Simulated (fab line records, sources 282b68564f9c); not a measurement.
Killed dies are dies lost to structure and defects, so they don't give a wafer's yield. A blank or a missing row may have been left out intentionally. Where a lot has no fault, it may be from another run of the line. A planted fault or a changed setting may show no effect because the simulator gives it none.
Which of the tools did it? + flow rit-cmos + 14 lots, 42 wafers sampled, at 1 step of a route of 202

## WHAT THE GAUGES READ, wafer by wafer
Not one reading of a measure or inspect step in the record can be checked against a usual standard deviation.

## WHICH TOOL RAN EACH LOT (tool, then ch and the chambers of the sampled wafers, then the start)
| lot  | RIT_SILICIDE_WET_ETCH_00       |
|------|--------------------------------|
| L654 | wet-bench-02 ch 3, day 3 22:31 |
| L655 | wet-bench-03 ch 0, day 4 02:14 |
| L656 | wet-bench-03 ch 1, day 4 07:07 |
| L657 | wet-bench-02 ch 0, day 4 13:37 |
| L658 | wet-bench-01 ch 1, day 4 19:32 |
| L659 | wet-bench-03 ch 3, day 4 22:53 |
| L661 | wet-bench-03 ch 2, day 5 09:19 |
| L667 | wet-bench-02 ch 3, day 6 16:07 |
| L668 | wet-bench-03 ch 1, day 6 21:24 |
| L669 | wet-bench-02 ch 3, day 7 02:38 |
| L670 | wet-bench-02 ch 2, day 7 06:36 |
| L671 | wet-bench-02 ch 1, day 7 10:53 |
| L672 | wet-bench-01 ch 2, day 7 16:24 |
| L673 | wet-bench-02 ch 2, day 7 21:58 |
- RIT_SILICIDE_WET_ETCH_00: etches SiO2 in BOE, target depth 14 nm, time 15 s.

## WHAT THE TOOLS THEMSELVES READ (means of the sampled wafers that have a number; where no wafer has one, the mark that the record gives instead)
RIT_SILICIDE_WET_ETCH_00.
| lot  | tool         | bath-heat-duty-pct (%) | run-length-s (s) |
|------|--------------|------------------------|------------------|
| L654 | wet-bench-02 | 1.2                    | 45.7             |
| L655 | wet-bench-03 | 1.5                    | 42.4             |
| L656 | wet-bench-03 | 1.8                    | 42.2             |
| L657 | wet-bench-02 | 2.0                    | 41.3             |
| L658 | wet-bench-01 | -                      | -                |
| L659 | wet-bench-03 | -                      | -                |
| L661 | wet-bench-03 | 1.7                    | 42.2             |
| L667 | wet-bench-02 | 1.7                    | 41.6             |
| L668 | wet-bench-03 | 1.9                    | 46.2             |
| L669 | wet-bench-02 | 1.8                    | 45.7             |
| L670 | wet-bench-02 | 1.5                    | 46.6             |
| L671 | wet-bench-02 | 1.8                    | 46.3             |
| L672 | wet-bench-01 | 1.9                    | 43.5             |
| L673 | wet-bench-02 | 1.5                    | 42.0             |

## THE ANSWER, worked out from the rows above alone
Rule: what is usual is taken from the lots themselves. The widest of any qualifying gaps counts: lots, ordered by their means at a reading, are off when they make up no more than a third of the lots, leave a main group of 4 or more, and stand apart from it by 3 or more times the standard deviation of that group's means. A main group is skipped when, at the precision printed for the reading in the tables above, its means are all equal. A lot without any number at a reading at which 4 lots or more have one is off too. The other lots that the step has rows for count as sound. After the gauges, taken in route order, come the tools' own readings; for these a lot's mean is taken, as printed above. The first step at which some lot is off is used, and at that step the reading that is off furthest; a lot without a number counts as furthest.
Off: L658, L659, at RIT_SILICIDE_WET_ETCH_00 (bath-heat-duty-pct). Without a number there: L658, L659. The main group: mean 1.7 %, standard deviation 0.22.
A tool fits if, at that step or a process step before it, it ran every lot that is off, and no sound lot after the first of them. Not one of the candidates tried fits.

## WHAT WAS PUT IN BY THE SIMULATOR
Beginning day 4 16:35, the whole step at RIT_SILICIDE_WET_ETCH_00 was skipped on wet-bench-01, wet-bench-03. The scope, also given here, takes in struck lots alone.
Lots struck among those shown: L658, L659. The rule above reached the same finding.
